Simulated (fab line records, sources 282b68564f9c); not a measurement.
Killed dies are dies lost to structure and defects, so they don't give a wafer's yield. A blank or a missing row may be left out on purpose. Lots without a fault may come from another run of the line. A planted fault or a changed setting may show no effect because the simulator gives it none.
fab line records | flow rit_cmos
record lots=15 wafers=45 last_day=8
route steps=202 shown GATE@81 M1@202
lots that met no fault: from a run of the same line without faults
start_h: hours from the record's first day to the start of the lot's first wafer shown | wait_h: hours since the lot's step before | " the same as in the row above | L1.1+2: a row that stands for several wafers | - no value, or no start given | * or withheld: withheld | < > ~ a bound
route shown NAME@n: a module of which the file shows steps, and the number in the route of the first | usual: mean/standard deviation of fault-free wafers | same: alike in all rows | chamber/n: place in a boat | sites: the reading at each site | _std_site: their standard deviation | _edge_site: outer sites' mean less inner sites' | radius_mm: how far each site lies from the wafer's centre | mask NAME#n: copy n | behind: the tool/chamber that last shaped the wafer | hold: why the lot was held/for how many hours/how that ended | device: the transistor (n, p or np) that didn't switch | end of line: the same wafers' tests at the end of the route | a step without rows: its recipe alone | killed: dies lost to structure and defects at the first sort, not the wafer's yield | map: a wafer's dies, x killed, . not, _ none there
set.NAME: the setting as run; set.NAME@STEP: as run at that earlier step | model.NAME: the simulator's own value behind a step, which no gauge read
steps of the route over a sample of lots; a table a step, a row a wafer
services: from which hour (start_h, from the record's first day; less than 0 if before it) a tool's chamber was out of use, for how many hours, and why
## steps
# step RIT_GATE_OXIDATION_05
# recipe temp_c=900 ambient=O2 target_thk_a=30 ox_time_s=270
# usual spike_tc_centre_C=902.5/1.1 spike_tc_load_C=924/3.6 spike_tc_source_C=923.8/1.4 tube_center_temp_C=900/0.08 tube_center_temp_C_max=902.4/0.41
# same ox_time_s=270
# columns lot.wafer tool chamber start_h wait_h spike_tc_centre_C spike_tc_load_C spike_tc_source_C tube_center_temp_C tube_center_temp_C_max
L909.3 furnace-04 0 37.46 2.4 902.3 922 925.3 900.01 902.5
L909.5 " 0 " " 903.6 921 925.7 900.06 902.2
L909.6 " 0 " " 904.2 923 925.5 899.96 902.1
L910.2 furnace-01 0 39.99 0.0 903.3 923 922.8 900.12 902.6
L910.4 " 0 " " 902.1 922 922.4 899.94 902.3
L910.6 " 0 " " 903.0 924 922.5 899.97 903.3
L912.3 furnace-01 0 51.06 2.4 918.3 937 938.2 914.9 917.2
L912.4 " 0 " " 916.5 937 939.8 914.88 917.8
L912.6 " 0 " " 917.6 936 937.7 915.03 917.5
L913.1 furnace-04 0 54.92 0.1 903.2 922 924.1 900.14 903.1
L913.2 " 0 " " 903.1 919 923.5 900.01 902.1
L913.3 " 0 " " 904.3 919 923.4 900.14 902.6
L914.2 furnace-01 0 68.10 5.0 918.2 937 938.3 915.07 917.6
L914.3 " 0 " " 918.0 936 937.5 915.03 917.3
L914.6 " 0 " " 916.6 936 936.7 915.09 917.6
L915.2 furnace-01 0 68.10 1.8 916.9 935 936.5 914.99 916.9
L915.3 " 0 " " 918.1 938 938.0 915.06 917.5
L915.4 " 0 " " 917.1 938 936.6 914.98 917.1
L920.3 furnace-04 0 94.99 1.3 905.0 921 923.4 899.99 902.3
L920.5 " 0 " " 904.3 923 924.7 900.02 902.4
L920.6 " 0 " " 904.4 921 922.7 899.98 902.0
L923.1 furnace-03 0 107.05 1.4 902.8 929 924.9 900.07 902.2
L923.5 " 0 " " 903.5 929 924.3 900 902.3
L923.6 " 0 " " 902.9 930 925.8 900 902.7
L925.2 furnace-03 0 117.69 1.1 901.1 930 923.3 899.95 902.1
L925.3 " 0 " " 901.4 929 924.8 900.03 902.7
L925.6 " 0 " " 902.2 930 925.8 900 902.3
L926.3 furnace-01 0 122.97 1.2 902.4 921 921.8 899.99 901.7
L926.5 " 0 " " 903.2 922 921.0 899.84 902.0
L926.6 " 0 " " 902.3 922 922.2 900.15 903.4
L927.4 furnace-04 0 126.35 0.0 901.8 921 923.5 899.9 902.0
L927.5 " 0 " " 902.0 921 924.1 899.86 901.8
L927.6 " 0 " " 904.0 920 924.8 899.95 902.7
L928.3 furnace-03 0 128.46 0.0 902.8 930 925.8 900.1 902.3
L928.4 " 0 " " 901.6 929 925.9 900.02 902.1
L928.6 " 0 " " 902.6 928 925.9 899.85 902.3
L930.1 furnace-01 0 141.97 2.3 902.7 924 922.7 899.97 902.3
L930.2 " 0 " " 904.0 923 924.1 899.96 901.8
L930.3 " 0 " " 902.3 923 921.7 899.89 902.6
L931.1 furnace-04 0 146.94 3.1 904.0 920 925.5 900.04 902.5
L931.5 " 0 " " 903.3 922 922.9 900.1 903.4
L931.6 " 0 " " 903.4 920 923.8 900.05 902.6
L932.1 furnace-04 0 153.20 2.4 902.9 921 923.3 899.88 901.9
L932.2 " 0 " " 904.5 921 924.6 899.95 902.9
L932.6 " 0 " " 904.2 922 924.0 899.99 902.1
# step RIT_GATE_THK_MEAS_07
# recipe reads=SiO2_of_GATE_OXIDATION_05
# usual GATE_OXIDE_THK=3.02/0.062
# columns lot.wafer tool chamber start_h wait_h GATE_OXIDE_THK[nm]
L909.3 film_metro-01 - 38.99 0.0 3.12
L909.5 " - " " 3.12
L909.6 " - " " 3.11
L910.2 film_metro-04 - 42.05 0.0 3.13
L910.4 " - " " 2.96
L910.6 " - " " 3.06
L912.3 film_metro-03 - 54.36 0.0 3.68
L912.4 " - " " 3.65
L912.6 " - " " 3.70
L913.1 film_metro-04 - 56.24 0.0 3.11
L913.2 " - " " 3.01
L913.3 " - " " 3.00
L915.2 film_metro-01 - 69.44 0.0 3.70
L915.3 " - " " 3.67
L915.4 " - " " 3.71
L914.2 film_metro-04 - 69.47 0.0 3.63
L914.3 " - " " 3.68
L914.6 " - " " 3.70
L920.3 film_metro-03 - 99.98 0.0 3.04
L920.5 " - " " 3.01
L920.6 " - " " 3.06
L923.1 film_metro-01 - 109.25 0.0 3.02
L923.5 " - " " 2.97
L923.6 " - " " 3.01
L925.2 film_metro-04 - 119.03 0.0 2.93
L925.3 " - " " 2.93
L925.6 " - " " 2.91
L926.3 film_metro-04 - 124.55 0.0 3.10
L926.5 " - " " 3.11
L926.6 " - " " 3.08
L927.4 film_metro-01 - 127.71 0.0 3.11
L927.5 " - " " 2.94
L927.6 " - " " 3.05
L928.3 film_metro-03 - 130.71 0.0 3.00
L928.4 " - " " 2.99
L928.6 " - " " 2.97
L930.1 film_metro-03 - 146.94 0.0 3.11
L930.2 " - " " 3.05
L930.3 " - " " 3.08
L931.1 film_metro-01 - 150.40 0.0 2.97
L931.5 " - " " 2.98
L931.6 " - " " 2.97
L932.1 film_metro-03 - 159.60 0.0 3.06
L932.2 " - " " 3.07
L932.6 " - " " 3.12
# step RIT_M1_PROBE_99
# usual killed_at_M0_to_M3=0.0/0.12 killed_at_front_end=6/3.1 killed_dies=6/3.1 killed_open=3.2/1.9 killed_short=3.2/2.1
# same gross_dies=264 killed_at_M4_up=0 killed_at_back_side=0 killed_at_contacts=0 killed_at_other=0
# columns lot.wafer tool chamber start_h wait_h killed_at_M0_to_M3 killed_at_front_end killed_dies killed_open killed_short
L931.1 prober-02 - 176.66 0.1 0 6 6 4 2
L931.5 prober-02 - 176.86 0.2 0 4 4 2 2
L931.6 prober-02 - 176.91 0.2 0 4 4 1 3
# killed by level:class
L931.1 SILICIDE:geometric_particle:open=2 GATE:geometric_particle:short=1 GATE:geometric_particle:open=1 REOX:geometric_particle:open=1 REOX:geometric_particle:short=1
L931.5 ACTIVE:geometric_particle:open=1 GATE:geometric_particle:short=1 SILICIDE:geometric_particle:short=1 SILICIDE:geometric_particle:open=1
L931.6 SILICIDE:geometric_particle:short=3 GATE:geometric_particle:open=1
## services
# columns tool chamber start_h hours kind
furnace-04 - 62.55 2.7 pm
furnace-01 - 81.33 1.7 pm
furnace-01 - 135.78 3.6 pm
furnace-03 - 136.54 44.8 repair
## key
first_sign step=RIT_GATE_OXIDATION_05 reading=tube_center_temp_C direction=up sigmas=99+ usual=* struck=*
effect step=RIT_GATE_OXIDATION_05 reading=tube_center_temp_C_max direction=up sigmas=36 usual=* struck=*
effect step=RIT_GATE_THK_MEAS_07 reading=GATE_OXIDE_THK direction=up sigmas=11 usual=3.02 struck=3.68
met_at RIT_GATE_OXIDATION_05
struck_lots L912,L914,L915
tester_left_out L912,L914,L915
onset_between 39.99 51.06
fault kind=process_parameter_drift tool=furnace-01 chamber=- onset_h=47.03 steps=RIT_GATE_OXIDATION_05 channel=temp_c offset=* shape=step end_h=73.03 acts_in=* stated=*
# tester_left_out: of these lots the tester's yield and bins aren't shown, on N5 and GAA mostly nor the transistor test; their killed dies are dies lost to structure and defects alone, not to doping, threshold or leakage, so they don't give the yield
